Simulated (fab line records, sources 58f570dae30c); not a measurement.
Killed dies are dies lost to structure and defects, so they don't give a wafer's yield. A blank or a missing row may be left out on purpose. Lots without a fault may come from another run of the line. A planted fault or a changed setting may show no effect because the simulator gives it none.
One fault seen from 2 desks | flow berkeley_cmos170 | each desk has only its own numbers; what lay behind them comes last

THE METROLOGY DESK
What the gauges read, lot by lot, whatever tool the lot ran on: means of the sampled wafers that have a number. A lot is out of limits, marked OUT, if its mean lies more than 4 standard deviations from the usual mean; the brackets give that distance.
Columns: A = V2_POLISHED_THK at UCB170_V2_THK_MEAS_04, usual 999.2 nm; B = cd_nm at UCB170_V2_CD_MEAS_12, usual 699.7 nm
lot  | first seen here | A      | B
L679 | day 6 19:12     | 999.5  | 700.8
L680 | day 7 12:11     | 999.3  | 701.4
L681 | day 7 12:29     | 998.4  | 699.4
L682 | day 8 04:34     | 1001.3 | 699.4
L685 | day 8 05:11     | 996.4  | 699.7
L686 | day 8 12:09     | 998.3  | 700.1
L690 | day 9 16:42     | 998.3  | 699.7
L693 | day 10 14:44    | 998.4  | 699.0
L694 | day 10 15:02    | 1000.7 | 699.8
L695 | day 11 01:45    | 999.5  | 699.9
L699 | day 11 20:31    | 1000.2 | 699.8
L702 | day 12 02:35    | 999.4  | 698.4
L701 | day 12 05:57    | 999.7  | 698.9
L700 | day 12 06:14    | 1000.3 | 700.4
This desk's finding: nothing out of limits on any of the 14 lots.

THE TOOL OWNER'S DESK: rie_diel-01
The tool's own readings at UCB170_M2_ETCH_17 (etches BARC in N2/H2): means of the sampled wafers that have a number, for each lot that ran on this tool. A lot is out of limits, marked OUT, if its mean lies more than 4 standard deviations from the usual mean; the brackets give that distance.
Columns: A = drypump_motor_current_A at UCB170_M2_ETCH_17, usual 5.8 A; B = oes_product_au at UCB170_M2_ETCH_17, usual 1.00 a.u.; C = throttle_valve_pct at UCB170_M2_ETCH_17, usual 13.39 %
lot  | first seen here | A   | B    | C
L681 | day 7 11:24     | 6.0 | 0.97 | 13.50
L682 | day 8 03:26     | 5.4 | 1.04 | 13.25
L685 | day 8 04:02     | 5.4 | 1.04 | 13.24
L690 | day 9 15:37     | 5.9 | 1.03 | 13.37
L701 | day 12 04:52    | 5.9 | 1.02 | 13.37
This desk's finding: nothing out of limits on any of the 5 lots.

PUT TOGETHER
The metrology desk saw nothing out of limits.
The tool owner's desk saw nothing out of limits.

WHAT THE SIMULATOR HAD PUT IN
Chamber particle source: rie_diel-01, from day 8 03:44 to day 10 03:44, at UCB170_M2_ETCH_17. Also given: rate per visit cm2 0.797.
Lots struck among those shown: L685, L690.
